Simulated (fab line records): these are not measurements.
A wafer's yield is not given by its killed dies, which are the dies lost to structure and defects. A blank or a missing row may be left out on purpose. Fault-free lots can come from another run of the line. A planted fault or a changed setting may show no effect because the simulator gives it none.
What tool caused it? :: flow berkeley-cmos170 :: 14 lots, 42 wafers sampled, at 5 steps of a route of 331

== WHAT EACH GAUGE READ, for each wafer ==
UCB170_V1_THK_MEAS_04.
lot: L624
measured: day 9 06:01
on: film-metro-04
V1_POLISHED_THK (nm): 998.9 1001.4 1001.0

lot: L628
measured: day 9 08:40
on: film-metro-02
V1_POLISHED_THK (nm): 1000.3 999.3 1000.6

lot: L622
measured: day 9 08:58
on: film-metro-04
V1_POLISHED_THK (nm): 997.9 1000.8 1000.2

lot: L627
measured: day 9 10:19
on: film-metro-04
V1_POLISHED_THK (nm): 999.4 1000.7 1000.3

lot: L625
measured: day 9 13:28
on: film-metro-02
V1_POLISHED_THK (nm): 999.6 1000.1 999.1

lot: L629
measured: day 9 21:22
on: film-metro-02
V1_POLISHED_THK (nm): 1000.7 1001.2 1000.7

lot: L630
measured: day 10 02:09
on: film-metro-01
V1_POLISHED_THK (nm): 998.6 999.3 999.4

lot: L633
measured: day 10 07:17
on: film-metro-01
V1_POLISHED_THK (nm): 1000.4 1001.3 1001.5

lot: L634
measured: day 10 16:43
on: film-metro-04
V1_POLISHED_THK (nm): 999.6 996.8 999.1

lot: L637
measured: day 11 23:29
on: film-metro-04
V1_POLISHED_THK (nm): 1000.0 1000.5 997.8

lot: L640
measured: day 12 02:27
on: film-metro-02
V1_POLISHED_THK (nm): 999.4 1000.4 1000.0

lot: L638
measured: day 12 02:46
on: film-metro-04
V1_POLISHED_THK (nm): 998.6 1000.5 999.3

lot: L645
measured: day 13 03:19
on: film-metro-04
V1_POLISHED_THK (nm): 999.4 998.7 999.7

lot: L643
measured: day 13 03:37
on: film-metro-04
V1_POLISHED_THK (nm): 999.3 999.2 998.9

UCB170_V1_CD_MEAS_90: the cd target is 700 nm.
lot: L624
measured: day 9 13:11
on: cd-sem-01
cd-nm (nm): 701.1 697.9 698.6

lot: L628
measured: day 9 12:08
on: cd-sem-02
cd-nm (nm): 697.8 700.9 701.2

lot: L622
measured: day 9 12:43
on: cd-sem-01
cd-nm (nm): 702.0 704.3 703.3

lot: L627
measured: day 9 13:29
on: cd-sem-01
cd-nm (nm): 700.7 701.3 700.3

lot: L625
measured: day 9 16:29
on: cd-sem-02
cd-nm (nm): 702.0 701.4 700.5

lot: L629
measured: day 9 23:31
on: cd-sem-01
cd-nm (nm): 700.7 701.9 700.8

lot: L630
measured: day 10 04:19
on: cd-sem-01
cd-nm (nm): 697.1 698.4 697.6

lot: L633
measured: day 10 08:59
on: cd-sem-02
cd-nm (nm): 704.7 703.3 703.5

lot: L634
measured: day 10 18:22
on: cd-sem-02
cd-nm (nm): 701.2 700.5 700.7

lot: L637
measured: day 12 03:16
on: cd-sem-01
cd-nm (nm): 700.7 701.2 700.3

lot: L640
measured: day 12 04:11
on: cd-sem-01
cd-nm (nm): 701.6 702.2 700.6

lot: L638
measured: day 12 04:30
on: cd-sem-02
cd-nm (nm): 698.6 698.0 697.9

lot: L645
measured: day 13 04:59
on: cd-sem-02
cd-nm (nm): 701.8 701.6 701.3

lot: L643
measured: day 13 05:17
on: cd-sem-02
cd-nm (nm): 699.8 698.7 702.4

UCB170_V2_THK_MEAS_01.
lot: L624
measured: day 9 17:49
on: film-metro-04
V2_TEOS_THK (nm): 1980 1980 2014

lot: L628
measured: day 9 17:34
on: film-metro-04
V2_TEOS_THK (nm): 1993 1960 2009

lot: L622
measured: day 9 17:44
on: film-metro-03
V2_TEOS_THK (nm): 1939 1961 1999

lot: L627
measured: day 9 18:17
on: film-metro-03
V2_TEOS_THK (nm): 2012 2035 2050

lot: L625
measured: day 9 19:26
on: film-metro-02
V2_TEOS_THK (nm): 1957 1974 2039

lot: L629
measured: day 10 03:55
on: film-metro-04
V2_TEOS_THK (nm): 1956 1975 1999

lot: L630
measured: day 10 07:51
on: film-metro-04
V2_TEOS_THK (nm): 1977 2013 1987

lot: L633
measured: day 10 11:53
on: film-metro-03
V2_TEOS_THK (nm): 1064 1080 1076 1062 1079 1077

lot: L634
measured: day 10 21:55
on: film-metro-03
V2_TEOS_THK (nm): 1075 1061 1052 1075 1061 1052

lot: L637
measured: day 12 06:21
on: film-metro-04
V2_TEOS_THK (nm): 1977 1976 2004

lot: L640
measured: day 12 07:29
on: film-metro-04
V2_TEOS_THK (nm): 1974 2002 2015

lot: L638
measured: day 12 07:44
on: film-metro-04
V2_TEOS_THK (nm): 1984 1950 1997

lot: L645
measured: day 13 07:56
on: film-metro-03
V2_TEOS_THK (nm): 2007 2001 2036

lot: L643
measured: day 13 08:36
on: film-metro-03
V2_TEOS_THK (nm): 1957 1987 1992

== WHAT TOOL EACH LOT RAN ON (gives the tool, then ch and the chambers of the sampled wafers, and finally the start) ==
lot: L624
UCB170_M2_ETCH_17: rie-diel-01 ch 0,1, day 9 17:10
UCB170_V2_CVD_00: pecvd-03 ch 0,2, day 9 17:40

lot: L628
UCB170_M2_ETCH_17: rie-diel-01 ch 0,1,3, day 9 16:52
UCB170_V2_CVD_00: pecvd-02 ch 0,2, day 9 17:19

lot: L622
UCB170_M2_ETCH_17: rie-diel-04 ch 1,2,3, day 9 16:56
UCB170_V2_CVD_00: pecvd-01 ch 0,2, day 9 17:34

lot: L627
UCB170_M2_ETCH_17: rie-diel-02 ch 2,3, day 9 17:29
UCB170_V2_CVD_00: pecvd-01 ch 1,2, day 9 18:07

lot: L625
UCB170_M2_ETCH_17: rie-diel-01 ch 0,2,3, day 9 18:50
UCB170_V2_CVD_00: pecvd-03 ch 0,1,2, day 9 19:17

lot: L629
UCB170_M2_ETCH_17: rie-diel-04 ch 0,3, day 10 03:18
UCB170_V2_CVD_00: pecvd-02 ch 0,2, day 10 03:45

lot: L630
UCB170_M2_ETCH_17: rie-diel-02 ch 1,2,3, day 10 07:03
UCB170_V2_CVD_00: pecvd-02 ch 0,2, day 10 07:41

lot: L633
UCB170_M2_ETCH_17: rie-diel-04 ch 0,2, day 10 11:17
UCB170_V2_CVD_00: pecvd-02 ch 0,1, day 10 11:44

lot: L634
UCB170_M2_ETCH_17: rie-diel-01 ch 0,1,3, day 10 21:16
UCB170_V2_CVD_00: pecvd-02 ch 1,2, day 10 21:44

lot: L637
UCB170_M2_ETCH_17: rie-diel-02 ch 0,1,2, day 12 05:44
UCB170_V2_CVD_00: pecvd-03 ch 0,2, day 12 06:11

lot: L640
UCB170_M2_ETCH_17: rie-diel-02 ch 1,3, day 12 06:53
UCB170_V2_CVD_00: pecvd-03 ch 0,1, day 12 07:20

lot: L638
UCB170_M2_ETCH_17: rie-diel-01 ch 1,2, day 12 07:04
UCB170_V2_CVD_00: pecvd-01 ch 0,1, day 12 07:31

lot: L645
UCB170_M2_ETCH_17: rie-diel-04 ch 0,3, day 13 07:19
UCB170_V2_CVD_00: pecvd-03 ch 0,2, day 13 07:46

lot: L643
UCB170_M2_ETCH_17: rie-diel-02 ch 0,1, day 13 07:59
UCB170_V2_CVD_00: pecvd-01 ch 0,2, day 13 08:26
- UCB170_M2_ETCH_17: etches BARC in N2/H2.
- UCB170_V2_CVD_00: deposits SiO2 from TEOS/O2, target thk 2000 nm, time 250 s.

== AS READ BY THE TOOLS THEMSELVES (means over the sampled wafers that have a number; for cases with no such wafer, the mark the record gives instead) ==
UCB170_M2_ETCH_17.
lot: L624
tool: rie-diel-01
bias-w (W): 100.10
drypump-motor-current-A (A): 5.9
oes-product-au (a.u.): 1.003
throttle-valve-pct (%): 13.14

lot: L628
tool: rie-diel-01
bias-w (W): 100.04
drypump-motor-current-A (A): 5.7
oes-product-au (a.u.): 1.003
throttle-valve-pct (%): 13.29

lot: L622
tool: rie-diel-04
bias-w (W): 99.87
drypump-motor-current-A (A): 5.6
oes-product-au (a.u.): 1.016
throttle-valve-pct (%): 13.27

lot: L627
tool: rie-diel-02
bias-w (W): 100.11
drypump-motor-current-A (A): 5.6
oes-product-au (a.u.): 1.022
throttle-valve-pct (%): 13.32

lot: L625
tool: rie-diel-01
bias-w (W): 100.15
drypump-motor-current-A (A): 5.4
oes-product-au (a.u.): 1.013
throttle-valve-pct (%): 13.34

lot: L629
tool: rie-diel-04
bias-w (W): 100.24
drypump-motor-current-A (A): 5.2
oes-product-au (a.u.): 1.045
throttle-valve-pct (%): 13.17

lot: L630
tool: rie-diel-02
bias-w (W): 99.98
drypump-motor-current-A (A): 5.8
oes-product-au (a.u.): 1.003
throttle-valve-pct (%): 13.19

lot: L633
tool: rie-diel-04
bias-w (W): 100.12
drypump-motor-current-A (A): 6.0
oes-product-au (a.u.): 0.986
throttle-valve-pct (%): 13.39

lot: L634
tool: rie-diel-01
bias-w (W): 100.03
drypump-motor-current-A (A): 5.7
oes-product-au (a.u.): 1.013
throttle-valve-pct (%): 13.28

lot: L637
tool: rie-diel-02
bias-w (W): 100.27
drypump-motor-current-A (A): 5.9
oes-product-au (a.u.): 0.993
throttle-valve-pct (%): 13.17

lot: L640
tool: rie-diel-02
bias-w (W): 99.96
drypump-motor-current-A (A): 6.0
oes-product-au (a.u.): 1.016
throttle-valve-pct (%): 13.27

lot: L638
tool: rie-diel-01
bias-w (W): 100.03
drypump-motor-current-A (A): 5.7
oes-product-au (a.u.): 1.009
throttle-valve-pct (%): 13.39

lot: L645
tool: rie-diel-04
bias-w (W): 99.87
drypump-motor-current-A (A): 5.2
oes-product-au (a.u.): 1.063
throttle-valve-pct (%): 13.17

lot: L643
tool: rie-diel-02
bias-w (W): 100.12
drypump-motor-current-A (A): 6.1
oes-product-au (a.u.): 0.994
throttle-valve-pct (%): 13.20

UCB170_V2_CVD_00.
lot: L624
tool: pecvd-03
heater-power-w (W): 284
pressure-mtorr (mTorr): 8984

lot: L628
tool: pecvd-02
heater-power-w (W): 277
pressure-mtorr (mTorr): 9008

lot: L622
tool: pecvd-01
heater-power-w (W): 274
pressure-mtorr (mTorr): 8987

lot: L627
tool: pecvd-01
heater-power-w (W): 261
pressure-mtorr (mTorr): 9016

lot: L625
tool: pecvd-03
heater-power-w (W): 283
pressure-mtorr (mTorr): 8991

lot: L629
tool: pecvd-02
heater-power-w (W): 233
pressure-mtorr (mTorr): 9001

lot: L630
tool: pecvd-02
heater-power-w (W): 279
pressure-mtorr (mTorr): 9006

lot: L633
tool: pecvd-02
heater-power-w (W): 283
pressure-mtorr (mTorr): 9006

lot: L634
tool: pecvd-02
heater-power-w (W): 308
pressure-mtorr (mTorr): 8979

lot: L637
tool: pecvd-03
heater-power-w (W): 292
pressure-mtorr (mTorr): 9001

lot: L640
tool: pecvd-03
heater-power-w (W): 249
pressure-mtorr (mTorr): 9012

lot: L638
tool: pecvd-01
heater-power-w (W): 291
pressure-mtorr (mTorr): 9007

lot: L645
tool: pecvd-03
heater-power-w (W): 305
pressure-mtorr (mTorr): 8999

lot: L643
tool: pecvd-01
heater-power-w (W): 259
pressure-mtorr (mTorr): 9000

== THE ANSWER, worked out from the rows above alone ==
Rule: usual is defined by the lots themselves. The widest of any qualifying gaps counts: lots, ordered by their means at a reading, are off when they make up no more than a third of the lots, leave a main group of 4 or more, and stand apart from it by 3 or more times the standard deviation of that group's means. The tables above print the reading to a certain number of digits; a main group whose means all agree to those digits is not used. Also off: a lot with no number at a reading for which 4 or more lots have one. The other lots that the step has rows for count as sound. After the gauges, taken in route order, come the tools' own readings; for these a lot's mean is taken, as printed above. At the first step where some lot is off, the reading lying furthest off is the one used; lots without a number count as furthest.
Off: at UCB170_V2_THK_MEAS_01 (V2_TEOS_THK), L633, L634. The main group has a mean of 1991 nm with a standard deviation of 17.
If a tool, at a process step before that reading, ran all the lots that are off and no sound lot after the first of them, it fits. Those tools and the gauges at UCB170_V2_THK_MEAS_01 are tried in the same way. One candidate fits, namely pecvd-02 at UCB170_V2_CVD_00. Its last sound lot is L630 (day 10 07:41), its first lot that is off L633 (day 10 11:44): a fault that began between those two fits.

== WHAT THE SIMULATOR PUT IN ==
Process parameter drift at UCB170_V2_CVD_00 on pecvd-02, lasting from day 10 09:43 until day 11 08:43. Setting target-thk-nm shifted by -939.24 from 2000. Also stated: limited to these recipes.
Shown lots that were struck: L633, L634. This agrees with what the rule above found.
